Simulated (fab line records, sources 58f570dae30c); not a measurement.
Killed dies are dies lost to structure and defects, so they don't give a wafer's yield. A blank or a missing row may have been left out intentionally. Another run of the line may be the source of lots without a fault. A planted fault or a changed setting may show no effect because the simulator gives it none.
Which tool was responsible? -- flow berkeley_cmos170 -- 18 wafers from 6 lots sampled at 2 of the route's 331 steps

== WHAT THE GAUGES READ, wafer by wafer ==
UCB170_PWELL_OVL_MEAS_13.
lot,measured,on,PWELL_OVL (nm)
L904,day 3 08:54,overlay-01,-2 1 -1
L907,day 4 05:09,overlay-02,5 9 7
L910,day 5 01:50,overlay-02,2 -2 0
L914,day 5 22:46,overlay-01,- - -
L921,day 7 05:48,overlay-01,16 10 15
L924,day 7 17:50,overlay-02,-4 -11 -9

== WHICH TOOL RAN EACH LOT (tool, then ch and the chambers of the sampled wafers, then the start) ==
lot,UCB170_PWELL_EXPOSE_10
L904,"krf_scanner-01 ch 0, day 3 08:31"
L907,"krf_scanner-02 ch 0, day 4 04:38"
L910,"krf_scanner-01 ch 0, day 5 01:28"
L914,"krf_scanner-02 ch 0, day 5 21:37"
L921,"krf_scanner-02 ch 0, day 7 04:44"
L924,"krf_scanner-01 ch 0, day 7 17:09"
- UCB170_PWELL_EXPOSE_10: exposes mask PWELL, target cd 3000 nm.

== THE ANSWER, worked out from the rows above alone ==
Rule: usual is defined by the lots themselves. The widest of any qualifying gaps counts: lots, ordered by their means at a reading, are off when they make up no more than a third of the lots, leave a main group of 4 or more, and stand apart from it by 3 or more times the standard deviation of that group's means. A main group whose means are all the same, to the digits that the tables above print for the reading, isn't used. A lot without any number at a reading at which 4 lots or more have one is off too. The other lots that the step has rows for count as sound.
Off: L914, at UCB170_PWELL_OVL_MEAS_13 (PWELL_OVL). Without a number there: L914. The main group has a mean of 2 nm with a standard deviation of 7.4.
A tool fits if, at a process step before that reading, it ran every lot that is off, and no sound lot after the first of them. Those tools and the gauges at UCB170_PWELL_OVL_MEAS_13 are tried in the same way. None of those tried fits.

== WHAT THE SIMULATOR PUT IN ==
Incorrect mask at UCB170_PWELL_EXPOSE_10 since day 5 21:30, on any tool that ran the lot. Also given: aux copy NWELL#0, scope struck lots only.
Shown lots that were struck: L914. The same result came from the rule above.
